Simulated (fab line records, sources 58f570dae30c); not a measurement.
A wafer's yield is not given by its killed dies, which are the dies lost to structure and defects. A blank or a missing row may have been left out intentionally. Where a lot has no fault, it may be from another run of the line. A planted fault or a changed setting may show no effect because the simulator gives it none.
One fault seen from 2 desks / flow berkeleyCmos170 / each desk holds nothing but its own numbers, with what lay behind them at the end

== THE TOOL OWNER'S DESK: implanter-04 ==
For each lot that ran on this tool, the mean over its sampled wafers that have a number, from the tool's own readings at UCB170_PFIELD_IMPLANT_07. The brackets show how far a lot's mean lies from the usual mean; more than 4 standard deviations puts the lot out of limits, marked OUT.
Columns: A = faradayCurrentUA at UCB170_PFIELD_IMPLANT_07, usual 63.5
lot=L974; first seen here=day 5 12:21; A=63.9
lot=L978; first seen here=day 6 10:44; A=65.7
lot=L985; first seen here=day 7 14:49; A=63.8
lot=L989; first seen here=day 8 10:13; A=64.4
This desk found nothing out of limits on any of the 4 lots.

== METROLOGY DESK ==
Means of the sampled wafers that have a number, per lot and without regard to the tool the lot ran on: this is what the gauges read. The brackets show how far a lot's mean lies from the usual mean; more than 4 standard deviations puts the lot out of limits, marked OUT. 7 of its 10 readings are shown, namely those furthest out on some lot.
Columns: A = PFIELD_OVL at UCB170_PFIELD_OVL_MEAS_06, usual 0 nm; B = PFIELD_TW at UCB170_PFIELD_TW_MEAS_09, usual 599; C = FIELD_OXIDE_THK at UCB170_FIELD_THK_MEAS_02, usual 553 nm; D = FIELD_OXIDE_LEFT_1_THK at UCB170_FIELD_THK_MEAS_90, usual 437 nm; E = SCREENOX_OXIDE_THK at UCB170_SCREENOX_THK_MEAS_02, usual 14.4 nm; F = NVT_OVL at UCB170_NVT_OVL_MEAS_06, usual -6 nm; G = NVT_TW at UCB170_NVT_TW_MEAS_09, usual 523.1
lot=L974; first seen here=day 5 09:44; A=-6; B=597; C=574; D=457; E=15.0; F=-8; G=521.5
lot=L978; first seen here=day 6 08:58; A=5; B=597; C=545; D=428; E=14.7; F=-10; G=521.3
lot=L979; first seen here=day 6 09:11; A=-8; B=597; C=530; D=413; E=14.2; F=-17; G=523.0
lot=L986; first seen here=day 7 12:15; A=4; B=601; C=539; D=421; E=13.9; F=-15; G=520.1
lot=L985; first seen here=day 7 12:45; A=-0; B=589; C=543; D=427; E=14.2; F=-14; G=526.8
lot=L989; first seen here=day 8 08:41; A=3; B=593; C=563; D=445; E=14.0; F=-3; G=526.7
This desk found nothing out of limits on any of the 6 lots.

== ALL TOGETHER ==
The tool owner's desk saw nothing out of limits.
At the metrology desk, nothing out of limits was observed.

== WHAT THE SIMULATOR PUT IN ==
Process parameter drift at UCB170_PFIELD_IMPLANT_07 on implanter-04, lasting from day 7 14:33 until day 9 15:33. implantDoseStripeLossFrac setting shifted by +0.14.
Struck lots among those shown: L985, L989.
